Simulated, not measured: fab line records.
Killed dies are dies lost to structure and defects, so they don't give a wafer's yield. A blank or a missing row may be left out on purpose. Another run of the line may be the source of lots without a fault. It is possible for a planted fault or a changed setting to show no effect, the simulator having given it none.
Which of the tools did it? || flow berkeley-cmos170 || 45 wafers from 15 lots sampled at 2 of the route's 331 steps

WHAT EACH GAUGE READ, for each wafer
UCB170_M2_CD_MEAS_90 targets a cd of 700 nm.
{"lot": "L147", "measured": "day 8 22:04", "on": "cd-sem-02", "cd-nm (nm)": "701 696 696"}
{"lot": "L148", "measured": "day 9 05:55", "on": "cd-sem-01", "cd-nm (nm)": "695 697 694"}
{"lot": "L149", "measured": "day 9 11:04", "on": "cd-sem-01", "cd-nm (nm)": "700 704 698"}
{"lot": "L151", "measured": "day 9 10:05", "on": "cd-sem-02", "cd-nm (nm)": "697 699 694"}
{"lot": "L155", "measured": "day 9 19:46", "on": "cd-sem-02", "cd-nm (nm)": "699 697 697"}
{"lot": "L152", "measured": "day 9 20:28", "on": "cd-sem-02", "cd-nm (nm)": "697 700 703"}
{"lot": "L156", "measured": "day 10 10:55", "on": "cd-sem-01", "cd-nm (nm)": "701 705 703"}
{"lot": "L158", "measured": "day 10 20:31", "on": "cd-sem-01", "cd-nm (nm)": "700 697 703"}
{"lot": "L160", "measured": "day 11 12:01", "on": "cd-sem-01", "cd-nm (nm)": "697 696 699"}
{"lot": "L162", "measured": "day 11 14:56", "on": "cd-sem-01", "cd-nm (nm)": "699 697 698"}
{"lot": "L164", "measured": "day 12 15:53", "on": "cd-sem-02", "cd-nm (nm)": "687 691 692"}
{"lot": "L163", "measured": "day 12 15:17", "on": "cd-sem-01", "cd-nm (nm)": "697 699 698"}
{"lot": "L168", "measured": "day 13 08:28", "on": "cd-sem-01", "cd-nm (nm)": "703 693 704"}
{"lot": "L169", "measured": "day 13 08:47", "on": "cd-sem-02", "cd-nm (nm)": "699 698 698"}
{"lot": "L170", "measured": "day 14 01:52", "on": "cd-sem-02", "cd-nm (nm)": "699 703 701"}

TOOL THAT RAN EACH LOT (tool first, then ch and the chambers of the sampled wafers, then the start)
{"lot": "L147", "UCB170_PLDD_STRIP_10": "plasma-asher-02 ch 0,1, day 7 17:56"}
{"lot": "L148", "UCB170_PLDD_STRIP_10": "plasma-asher-04 ch 0,1, day 7 22:56"}
{"lot": "L149", "UCB170_PLDD_STRIP_10": "plasma-asher-03 ch 0,1, day 8 04:07"}
{"lot": "L151", "UCB170_PLDD_STRIP_10": "plasma-asher-04 ch 0,1, day 8 04:11"}
{"lot": "L155", "UCB170_PLDD_STRIP_10": "plasma-asher-04 ch 0,1, day 8 14:55"}
{"lot": "L152", "UCB170_PLDD_STRIP_10": "plasma-asher-04 ch 0, day 8 15:42"}
{"lot": "L156", "UCB170_PLDD_STRIP_10": "plasma-asher-04 ch 0,1, day 9 05:09"}
{"lot": "L158", "UCB170_PLDD_STRIP_10": "plasma-asher-02 ch 0,1, day 9 15:44"}
{"lot": "L160", "UCB170_PLDD_STRIP_10": "plasma-asher-02 ch 0,1, day 10 05:28"}
{"lot": "L162", "UCB170_PLDD_STRIP_10": "plasma-asher-03 ch 0,1, day 10 05:43"}
{"lot": "L164", "UCB170_PLDD_STRIP_10": "plasma-asher-03 ch 0,1, day 11 04:19"}
{"lot": "L163", "UCB170_PLDD_STRIP_10": "plasma-asher-03 ch 0,1, day 11 04:38"}
{"lot": "L168", "UCB170_PLDD_STRIP_10": "plasma-asher-02 ch 0,1, day 12 01:43"}
{"lot": "L169", "UCB170_PLDD_STRIP_10": "plasma-asher-03 ch 0, day 12 02:07"}
{"lot": "L170", "UCB170_PLDD_STRIP_10": "plasma-asher-02 ch 0,1, day 12 15:12"}
- UCB170_PLDD_STRIP_10: strips in O2.

WHAT THE TOOLS THEMSELVES READ (means of the sampled wafers that have a number; where no wafer has one, the mark that the record gives instead)
UCB170_PLDD_STRIP_10.
{"lot": "L147", "tool": "plasma-asher-02", "chamber-pressure-mTorr (mTorr)": 3503, "drypump-motor-current-A (A)": 5.5, "oes-product-au (a.u.)": 0.735, "strip-time-to-endpoint-s (s)": 21.64}
{"lot": "L148", "tool": "plasma-asher-04", "chamber-pressure-mTorr (mTorr)": 3504, "drypump-motor-current-A (A)": 5.1, "oes-product-au (a.u.)": 0.731, "strip-time-to-endpoint-s (s)": 21.57}
{"lot": "L149", "tool": "plasma-asher-03", "chamber-pressure-mTorr (mTorr)": 3499, "drypump-motor-current-A (A)": 6.0, "oes-product-au (a.u.)": 0.734, "strip-time-to-endpoint-s (s)": 21.60}
{"lot": "L151", "tool": "plasma-asher-04", "chamber-pressure-mTorr (mTorr)": 3497, "drypump-motor-current-A (A)": 5.1, "oes-product-au (a.u.)": 0.731, "strip-time-to-endpoint-s (s)": 21.62}
{"lot": "L155", "tool": "plasma-asher-04", "chamber-pressure-mTorr (mTorr)": 3499, "drypump-motor-current-A (A)": 5.2, "oes-product-au (a.u.)": 0.734, "strip-time-to-endpoint-s (s)": 21.62}
{"lot": "L152", "tool": "plasma-asher-04", "chamber-pressure-mTorr (mTorr)": 3500, "drypump-motor-current-A (A)": 5.1, "oes-product-au (a.u.)": 0.734, "strip-time-to-endpoint-s (s)": 21.71}
{"lot": "L156", "tool": "plasma-asher-04", "chamber-pressure-mTorr (mTorr)": 3496, "drypump-motor-current-A (A)": 5.2, "oes-product-au (a.u.)": 0.736, "strip-time-to-endpoint-s (s)": 21.57}
{"lot": "L158", "tool": "plasma-asher-02", "chamber-pressure-mTorr (mTorr)": 3503, "drypump-motor-current-A (A)": 5.5, "oes-product-au (a.u.)": 0.733, "strip-time-to-endpoint-s (s)": 21.58}
{"lot": "L160", "tool": "plasma-asher-02", "chamber-pressure-mTorr (mTorr)": 3500, "drypump-motor-current-A (A)": 5.5, "oes-product-au (a.u.)": 0.729, "strip-time-to-endpoint-s (s)": 21.57}
{"lot": "L162", "tool": "plasma-asher-03", "chamber-pressure-mTorr (mTorr)": 3499, "drypump-motor-current-A (A)": 6.0, "oes-product-au (a.u.)": 0.731, "strip-time-to-endpoint-s (s)": 21.56}
{"lot": "L164", "tool": "plasma-asher-03", "chamber-pressure-mTorr (mTorr)": 3499, "drypump-motor-current-A (A)": 6.0, "oes-product-au (a.u.)": 0.733, "strip-time-to-endpoint-s (s)": 21.65}
{"lot": "L163", "tool": "plasma-asher-03", "chamber-pressure-mTorr (mTorr)": 3497, "drypump-motor-current-A (A)": 6.0, "oes-product-au (a.u.)": 0.737, "strip-time-to-endpoint-s (s)": 21.69}
{"lot": "L168", "tool": "plasma-asher-02", "chamber-pressure-mTorr (mTorr)": 3501, "drypump-motor-current-A (A)": 5.5, "oes-product-au (a.u.)": 0.732, "strip-time-to-endpoint-s (s)": 21.57}
{"lot": "L169", "tool": "plasma-asher-03", "chamber-pressure-mTorr (mTorr)": 3503, "drypump-motor-current-A (A)": 5.9, "oes-product-au (a.u.)": 0.734, "strip-time-to-endpoint-s (s)": 21.62}
{"lot": "L170", "tool": "plasma-asher-02", "chamber-pressure-mTorr (mTorr)": 3497, "drypump-motor-current-A (A)": 5.5, "oes-product-au (a.u.)": 0.731, "strip-time-to-endpoint-s (s)": 21.59}

THE ANSWER, worked out from the rows above alone
Rule: the usual values come from the lots themselves. Put in order of their means at a reading, lots are off if they are a third of the lots or fewer, leave a main group of 4 or more, and stand apart from it by a gap of 3 or more times the standard deviation of the main group's means; of several such gaps the widest counts. A main group whose means are all the same, to the digits that the tables above print for the reading, isn't used. Also off: a lot with no number at a reading for which 4 or more lots have one. Any other lot the step has rows for is counted as sound. The gauges are gone through in route order, then the tools' own readings, and for those a lot's mean is taken as printed above. At the first step where some lot is off, the reading lying furthest off is the one used; lots without a number count as furthest.
None of the lots is off at any reading shown; this tells nothing.

WHAT THE SIMULATOR HAD PUT IN
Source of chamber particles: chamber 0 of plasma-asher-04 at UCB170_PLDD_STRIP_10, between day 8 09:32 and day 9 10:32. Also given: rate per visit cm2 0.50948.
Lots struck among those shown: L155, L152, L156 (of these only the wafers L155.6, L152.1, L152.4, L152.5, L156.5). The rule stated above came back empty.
